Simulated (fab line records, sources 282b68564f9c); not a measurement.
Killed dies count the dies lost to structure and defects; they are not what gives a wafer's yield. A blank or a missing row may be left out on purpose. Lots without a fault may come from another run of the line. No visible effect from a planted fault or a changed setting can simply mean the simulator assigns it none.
Which tool is to blame? | flow rit_cmos | 15 lots (45 wafers sampled), 1 step of a 202-step route

## WHAT THE GAUGES READ, wafer by wafer
No reading from a measuring or inspecting step in the record can be judged against a usual standard deviation.

## TOOL THAT RAN EACH LOT (tool first, then ch and the chambers of the sampled wafers, then the start)
lot  | RIT_NRETRO_DEVELOP_05
L673 | litho_track-01 ch 0, day 2 12:00
L675 | litho_track-01 ch 0, day 2 20:00
L676 | litho_track-02 ch 0, day 3 00:00
L677 | litho_track-02 ch 0, day 3 06:00
L678 | litho_track-03 ch 0, day 3 14:00
L680 | litho_track-01 ch 0, day 4 01:00
L681 | litho_track-03 ch 0, day 4 04:00
L682 | litho_track-02 ch 0, day 4 08:00
L684 | litho_track-02 ch 0, day 4 21:00
L685 | litho_track-01, day 4 22:00
L686 | litho_track-03, day 5 05:00
L687 | litho_track-01, day 5 10:00
L688 | litho_track-02 ch 0, day 5 17:00
L689 | litho_track-03 ch 0, day 5 23:00
L695 | litho_track-02 ch 0, day 6 23:00
- RIT_NRETRO_DEVELOP_05: develop time 68 s.

## AS READ BY THE TOOLS THEMSELVES (means over the sampled wafers that have a number; for cases with no such wafer, the mark the record gives instead)
RIT_NRETRO_DEVELOP_05. Usual: chill_plate_temp_C at 22.98 C, with a standard deviation of 0.093.
lot  | tool           | chill_plate_temp_C (C) | flag
L673 | litho_track-01 | 23.07                  |
L675 | litho_track-01 | 23.00                  |
L676 | litho_track-02 | 23.08                  |
L677 | litho_track-02 | 22.85                  |
L678 | litho_track-03 | 23.01                  |
L680 | litho_track-01 | 22.98                  |
L681 | litho_track-03 | 22.96                  |
L682 | litho_track-02 | 23.03                  |
L684 | litho_track-02 | 22.99                  |
L685 | litho_track-01 | -                      | OFF
L686 | litho_track-03 | -                      | OFF
L687 | litho_track-01 | -                      | OFF
L688 | litho_track-02 | 23.02                  |
L689 | litho_track-03 | 22.95                  |
L695 | litho_track-02 | 23.00                  |

## THE ANSWER, worked out from the rows above alone
Rule: a lot is off if the mean of its wafers that have a number lies more than 3 standard deviations from the usual mean. A lot without any number at a reading at which 4 lots or more have one is off too. Any other lot the step has rows for is counted as sound. The gauges are gone through in route order, then the tools' own readings, and for those a lot's mean is taken as printed above. The first step at which some lot is off is used, and at that step the reading that is off furthest; a lot without a number counts as furthest.
Off, at RIT_NRETRO_DEVELOP_05 on chill_plate_temp_C: L685, L686, L687. Without a number there: L685, L686, L687.
If a tool, at that step or one of the process steps before it, ran each lot that is off and ran no sound lot following the first of them, it fits. None of those tried fits.

## WHAT WAS PUT IN BY THE SIMULATOR
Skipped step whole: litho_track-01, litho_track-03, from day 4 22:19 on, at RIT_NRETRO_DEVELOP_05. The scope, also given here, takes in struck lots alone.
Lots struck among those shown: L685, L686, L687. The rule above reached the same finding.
